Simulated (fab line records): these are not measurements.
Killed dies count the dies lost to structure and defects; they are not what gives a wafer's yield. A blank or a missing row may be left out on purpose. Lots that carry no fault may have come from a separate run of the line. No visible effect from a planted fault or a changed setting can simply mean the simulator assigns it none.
fab line records + flow rit-cmos
[record]
- lots = 14
- wafers = 42
- last-day = 7
route steps=202 shown NLDD@104 M1@202
lots with no fault: from the same line, run without faults
start-h: hours from the record's first day to the start of the lot's first wafer shown + wait-h: hours since the lot's step before + " as in the row above + L1.1+2: a single row standing in for several wafers + - no value present, or no start provided + * or withheld: withheld + < > ~ a bound
route shown NAME@n: NAME is a module with steps in the file, n the number in the route of the first one + usual: mean and standard deviation over wafers with no fault + same: alike in all rows + chamber/n: place in a boat + sites: readings site by site + _std_site: how widely they spread, as a standard deviation + _edge_site: mean of outer sites minus mean of inner sites + radius-mm: for every site, how far away it sits from the centre of the wafer + mask NAME#n: copy n + behind: tool/chamber where the wafer was last shaped + hold: why the lot was held/for how many hours/how that ended + device: the n, p or np transistor that did not switch + end of line: tests run on the same wafers once the route is complete + step lacking rows: just its recipe + killed: dies lost to structure and defects at the first sort, not the wafer's yield + map: shows each die of a wafer: x if killed, . if not, _ if none is there
set.NAME: the setting that was run; set.NAME@STEP: the one run at that earlier step + model.NAME: the simulator's own value behind a step, which no gauge read
the route's steps for a sample of lots (tables are steps, rows are wafers)
[[steps]]
[step RIT_NLDD_COAT_01]
[recipe]
- resist = NOVOLAK
- spin-rpm = 3250
- resist-thk-nm = 1000
[usual]
- spin-speed-rpm = 3249.9/1.8
| lot.wafer | tool           | chamber | start-h | wait-h | spin-speed-rpm |
|-----------|----------------|---------|---------|--------|----------------|
| L268.3    | litho-track-02 | 0       | 47.10   | 0.1    | 3252.3         |
| L268.5    | "              | 0       | "       | "      | 3249.9         |
| L268.6    | "              | 0       | "       | "      | 3249.5         |
| L269.2    | litho-track-02 | 0       | 53.44   | 0.1    | 3251.5         |
| L269.3    | "              | 0       | "       | "      | 3251.4         |
| L269.5    | "              | 0       | "       | "      | 3251.2         |
| L270.2    | litho-track-04 | 0       | 56.17   | 0.1    | 3248.8         |
| L270.3    | "              | 0       | "       | "      | 3250.6         |
| L270.5    | "              | 0       | "       | "      | 3249.7         |
| L271.1    | litho-track-02 | 0       | 61.86   | 0.1    | 3251.5         |
| L271.2    | "              | 0       | "       | "      | 3248.3         |
| L271.5    | "              | 0       | "       | "      | 3248.1         |
| L272.1    | litho-track-04 | 0       | 66.14   | 0.1    | 3252.9         |
| L272.5    | "              | 0       | "       | "      | 3250.3         |
| L272.6    | "              | 0       | "       | "      | 3249.9         |
| L273.2    | litho-track-01 | 0       | 70.46   | 0.1    | 3252.8         |
| L273.5    | "              | 0       | "       | "      | 3247.7         |
| L273.6    | "              | 0       | "       | "      | 3250.8         |
| L274.4    | litho-track-04 | 0       | 76.99   | 0.1    | 3250.4         |
| L274.5    | "              | 0       | "       | "      | 3251.0         |
| L274.6    | "              | 0       | "       | "      | 3251.5         |
| L275.2    | litho-track-04 | 0       | 81.28   | 0.1    | 3250.1         |
| L275.5    | "              | 0       | "       | "      | 3248.1         |
| L275.6    | "              | 0       | "       | "      | 3252.1         |
| L282.2    | litho-track-04 | 0       | 114.98  | 0.1    | 3252.4         |
| L282.3    | "              | 0       | "       | "      | 3252.4         |
| L282.5    | "              | 0       | "       | "      | 3248.6         |
| L283.3    | litho-track-01 | 0       | 120.40  | 0.1    | 3299.6         |
| L283.5    | "              | 0       | "       | "      | 3301.7         |
| L283.6    | "              | 0       | "       | "      | 3295.1         |
| L284.1    | litho-track-01 | 0       | 126.27  | 0.1    | 3299.2         |
| L284.2    | "              | 0       | "       | "      | 3300.4         |
| L284.4    | "              | 0       | "       | "      | 3296.8         |
| L286.1    | litho-track-02 | 0       | 134.98  | 0.1    | 3252.2         |
| L286.3    | "              | 0       | "       | "      | 3251.4         |
| L286.5    | "              | 0       | "       | "      | 3253.1         |
| L288.1    | litho-track-04 | 0       | 146.21  | 0.1    | 3249.5         |
| L288.4    | "              | 0       | "       | "      | 3250.8         |
| L288.5    | "              | 0       | "       | "      | 3251.8         |
| L290.1    | litho-track-04 | 0       | 156.68  | 0.1    | 3252.0         |
| L290.3    | "              | 0       | "       | "      | 3250.4         |
| L290.5    | "              | 0       | "       | "      | 3248.5         |
[step RIT_M1_PROBE_99]
[usual]
- killed_at_M0_to_M3 = 0.0/0.12
- killed-at-contacts = 0.1/0.23
- killed-at-front-end = 7/3.1
- killed-dies = 7/3.1
- killed-open = 3.4/2.1
- killed-short = 3.5/2
[same]
- gross-dies = 264
- killed_at_M4_up = 0
- killed-at-back-side = 0
- killed-at-other = 0
| lot.wafer | tool      | chamber | start-h | wait-h | killed_at_M0_to_M3 | killed-at-contacts | killed-at-front-end | killed-dies | killed-open | killed-short |
|-----------|-----------|---------|---------|--------|--------------------|--------------------|---------------------|-------------|-------------|--------------|
| L273.2    | prober-02 | -       | 88.26   | 0.1    | 0                  | 0                  | 6                   | 6           | 4           | 2            |
| L273.5    | prober-02 | -       | 88.41   | 0.2    | 0                  | 0                  | 9                   | 9           | 4           | 5            |
| L273.6    | prober-02 | -       | 88.46   | 0.2    | 0                  | 1                  | 7                   | 8           | 5           | 3            |
| L275.2    | prober-02 | -       | 98.13   | 0.1    | 0                  | 0                  | 10                  | 10          | 5           | 5            |
| L275.5    | prober-02 | -       | 98.28   | 0.2    | 0                  | 0                  | 8                   | 8           | 5           | 3            |
| L275.6    | prober-02 | -       | 98.33   | 0.2    | 0                  | 0                  | 6                   | 6           | 2           | 4            |
| L284.1    | prober-02 | -       | 142.31  | 0.1    | 0                  | 0                  | 6                   | 6           | 2           | 4            |
| L284.2    | prober-02 | -       | 142.36  | 0.1    | 0                  | 0                  | 8                   | 8           | 6           | 2            |
| L284.4    | prober-02 | -       | 142.46  | 0.2    | 0                  | 0                  | 9                   | 9           | 5           | 4            |
| L286.1    | prober-02 | -       | 151.41  | 0.1    | 0                  | 0                  | 9                   | 9           | 3           | 6            |
| L286.3    | prober-02 | -       | 151.51  | 0.2    | 0                  | 0                  | 5                   | 5           | 2           | 3            |
| L286.5    | prober-02 | -       | 151.61  | 0.2    | 0                  | 0                  | 6                   | 6           | 2           | 4            |
| L288.1    | prober-02 | -       | 162.36  | 0.1    | 0                  | 0                  | 2                   | 2           | 0           | 2            |
| L288.4    | prober-02 | -       | 162.51  | 0.2    | 0                  | 0                  | 4                   | 4           | 3           | 1            |
| L288.5    | prober-02 | -       | 162.56  | 0.2    | 0                  | 0                  | 5                   | 5           | 3           | 2            |
// killed by level:class
L273.2 GATE:geometric-particle:short=2 SPACER:geometric-particle:open=2 GATE:geometric-particle:open=1 REOX:geometric-particle:open=1
L273.5 FOX1:geometric-particle:open=2 FOX1:geometric-particle:short=2 SILICIDE:geometric-particle:open=2 GATE:geometric-particle:short=1 REOX:geometric-particle:short=1 SILICIDE:geometric-particle:short=1
L273.6 GATE:geometric-particle:open=3 SPACER:geometric-particle:short=1 SPACER:geometric-particle:open=1 SILICIDE:geometric-particle:short=1 SILICIDE:geometric-particle:open=1 CONTACT:geometric-particle:short=1
L275.2 GATE:geometric-particle:short=5 GATE:geometric-particle:open=3 FOX1:geometric-particle:open=1 SPACER:geometric-particle:open=1
L275.5 SPACER:geometric-particle:open=4 GATE:geometric-particle:short=1 GATE:geometric-particle:open=1 REOX:geometric-particle:short=1 SPACER:geometric-particle:short=1
L275.6 SPACER:geometric-particle:short=2 FOX1:geometric-particle:open=1 GATE:geometric-particle:short=1 GATE:geometric-particle:open=1 SILICIDE:geometric-particle:short=1
L284.1 REOX:geometric-particle:short=2 FOX1:geometric-particle:open=1 FOX2:geometric-particle:short=1 GATE:geometric-particle:short=1 REOX:geometric-particle:open=1
L284.2 GATE:geometric-particle:open=4 SPACER:geometric-particle:open=2 FOX2:geometric-particle:short=1 GATE:geometric-particle:short=1
L284.4 SILICIDE:geometric-particle:open=3 GATE:geometric-particle:open=2 GATE:geometric-particle:short=2 FOX2:geometric-particle:short=1 SILICIDE:geometric-particle:short=1
L286.1 FOX2:geometric-particle:open=2 SILICIDE:geometric-particle:short=2 FOX1:geometric-particle:short=1 FOX2:geometric-particle:short=1 GATE:geometric-particle:short=1 REOX:geometric-particle:short=1 SPACER:geometric-particle:open=1
L286.3 FOX1:geometric-particle:open=1 FOX2:geometric-particle:open=1 GATE:geometric-particle:short=1 SPACER:geometric-particle:short=1 SILICIDE:geometric-particle:short=1
L286.5 FOX1:geometric-particle:open=1 FOX2:geometric-particle:short=1 FOX2:geometric-particle:open=1 GATE:geometric-particle:short=1 REOX:geometric-particle:short=1 SPACER:geometric-particle:short=1
L288.1 SPACER:geometric-particle:short=2
L288.4 GATE:geometric-particle:open=3 REOX:geometric-particle:short=1
L288.5 GATE:geometric-particle:short=2 GATE:geometric-particle:open=2 REOX:geometric-particle:open=1
[[key]]
[first-sign]
- step = RIT_NLDD_COAT_01
- reading = spin-speed-rpm
- direction = up
- sigmas = 27
- usual = 3249.9
- struck = 3298.8
effect none on later readings
met-at RIT_NLDD_COAT_01
struck-lots L283,L284
tester-left-out L283,L284
onset-between 70.46 120.40
[fault]
- kind = process-parameter-drift
- tool = litho-track-01
- chamber = -
- onset-h = 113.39
- steps = RIT_NLDD_COAT_01
- channel = spin-rpm
- offset = 49.679
- shape = step
- end-h = 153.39
- acts-in = these-recipes-only
- stated = 3250
// tester-left-out: of these lots the tester's yield and bins aren't shown, on N5 and GAA mostly nor the transistor test; their killed dies are dies lost to structure and defects alone, not to doping, threshold or leakage, so they don't give the yield
